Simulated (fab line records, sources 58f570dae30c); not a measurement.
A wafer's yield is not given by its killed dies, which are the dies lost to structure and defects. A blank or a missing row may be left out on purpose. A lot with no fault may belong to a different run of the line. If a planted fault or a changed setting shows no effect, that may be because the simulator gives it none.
Chamber matching | flow berkeley-cmos170 | UCB170_NVT_CLEAN_10 on wet-bench-01: 4 sister chambers
The step cleans in SPM, time 600 s. 4 wafers are shown with their chamber, then 10 later ones without.

== WAFERS, EACH WITH ITS CHAMBER ==
wafer  | chamber | bath-guard-temp-C (C)
L661.5 | 3       | 119.5
L665.6 | 0       | 120.0
L666.6 | 1       | 119.4
L668.2 | 2       | 120.6

== WAFERS WHOSE CHAMBER IS MISSING ==
wafer  | bath-guard-temp-C (C)
L668.4 | 120.4
L669.2 | 120.2
L669.3 | 119.9
L669.4 | 120.4
L670.1 | 119.7
L670.2 | 120.3
L670.5 | 119.9
L671.1 | 120.0
L671.2 | 119.7
L671.5 | 119.9

== THE CHAMBER EACH PASSED THROUGH ==
wafer  | from the rows above          | in truth
L668.4 | can't be placed: 2 or 0      | 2
L669.2 | can't be placed: 0 or 2      | 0
L669.3 | can't be placed: 0 or 3      | 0
L669.4 | can't be placed: 2 or 0      | 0
L670.1 | can't be placed: 3 or 0 or 1 | 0
L670.2 | can't be placed: 0 or 2      | 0
L670.5 | can't be placed: 0 or 3      | 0
L671.1 | 0                            | 0
L671.2 | can't be placed: 3 or 0 or 1 | 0
L671.5 | can't be placed: 0 or 3      | 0
1 of 10 placed correctly. Cannot be placed on the basis of these rows: 9; the candidates contain the true chamber in 9. Number placed wrongly: 0.
How it was worked out, from the rows above alone: a wafer's distance from a chamber is the root of the sum, over the readings, of the square of ((its reading less the chamber's mean) divided by the reading's scatter). If the next closest chamber is less than 2 further off than the closest, the wafer can't be placed; otherwise it belongs to the closest. For every chamber, the mean is computed from those of its wafers that are shown. The scatter: with one shown wafer a chamber, the root of the mean of the squares of how far each hidden wafer lies from its nearest shown one.
